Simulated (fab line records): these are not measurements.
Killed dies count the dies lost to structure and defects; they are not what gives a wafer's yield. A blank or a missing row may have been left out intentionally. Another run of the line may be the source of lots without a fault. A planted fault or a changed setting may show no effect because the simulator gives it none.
Code-filled problem report in 8D (eight disciplines) form ; flow berkeleyCmos170 ; the parts of the form that need people (team, actions taken, sign-off) are left out

1. THE ISSUE
Wafers free of any fault read 999.7 nm (standard deviation 1.4) for V2_POLISHED_THK at UCB170_V2_THK_MEAS_04, against a mean of 1995.7 nm on 9 wafers of 3 lots. So: +99 or more standard deviations from the usual mean.
Earliest sighting: wafer L274.1 on filmMetro-01 at day 10 19:30. At this step, 45 wafers from 15 lots have a number in the record. By rule, "out" or "out of limits" means more than 4 standard deviations away from the usual mean. Any other wafer with a number is counted as sound.

2. WHAT IT IS; WHAT IT IS NOT
question;is;is not
which readings at this step;V2_POLISHED_THK;-
which lots;L274, L275, L278;L264, L265, L266, L268, L269, L276, L279, L280, L281, L282, L286, L287
which wafers of those lots;all that have a number;-
read on which gauges;filmMetro-01, filmMetro-03;filmMetro-02
when;from day 10 19:30;"up to then (18 sound wafers); but 18 sound wafers of L279, L280, L281, L282, L286, L287 came after"

3. THE SUSPECTS, EACH WITH WHAT RULES IT OUT
Counting: any tool at a process step up to the reading is kept as a suspect provided that every lot that is out went through it and no sound lot did after the first of them.
- ruled out: the gauge at UCB170_V2_THK_MEAS_04. The wafers that are out were read on 2 gauges (filmMetro-01, filmMetro-03).
- cmp-02 at UCB170_V2_CMP_02 (polishes SiO2): ruled out as a lasting fault. Following L274 (day 10 19:05), the first lot on it that is out, the sound lots L280, L279 were run on it.
Left after counting: nothing in the record.

4. THE CAUSE (what the simulator had put in)
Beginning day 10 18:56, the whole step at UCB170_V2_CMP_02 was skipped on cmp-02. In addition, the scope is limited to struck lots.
Counting ruled it out, wrongly: the rule takes a fault to strike every lot that its tool runs from its start on, and this one did not.

5. SEQUENCE OF EFFECTS, ordered by route
Each row: a reading where the mean over the struck wafers with a number is more than 3 standard deviations away from the usual. Only readings whose record carries a usual standard deviation are examined. hours: median over the lots of the time between each lot's start at the first step of this table that gives one and its start at this step. sigmas: the change, counted in usual standard deviations.
hours;step;reading;usual;on struck wafers;change;sigmas
0;UCB170_V2_THK_MEAS_04;V2_POLISHED_THK;999.7 nm;1995.7;+996.0;+99 or more
1;UCB170_V2_ETCH_14;oesProductAu;0.877 a.u.;1.582;+0.705;+47
Here are the process steps it includes:
- UCB170_V2_ETCH_14: etches SiO2 in CHF3/CF4/Ar, stops on Al, target depth 1250 nm, time 291 s.
Readings that are blank on the struck wafers while sound wafers have them: edgeZonePressureFrac at UCB170_V2_CMP_02; headPressurePsi at UCB170_V2_CMP_02; motorCurrentA at UCB170_V2_CMP_02; platenRpm at UCB170_V2_CMP_02; retainingRingPressureFrac at UCB170_V2_CMP_02.

6. WHAT WOULD HAVE CAUGHT IT SOONER
In this record the first reading out of limits at a measuring or inspecting step was taken at day 10 19:30, 1 hour after the fault began at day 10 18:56.
At UCB170_V2_CMP_02 the tool's readings are blank on the struck wafers, where sound wafers have them: an empty tool record is the first sign, and it was there at once.
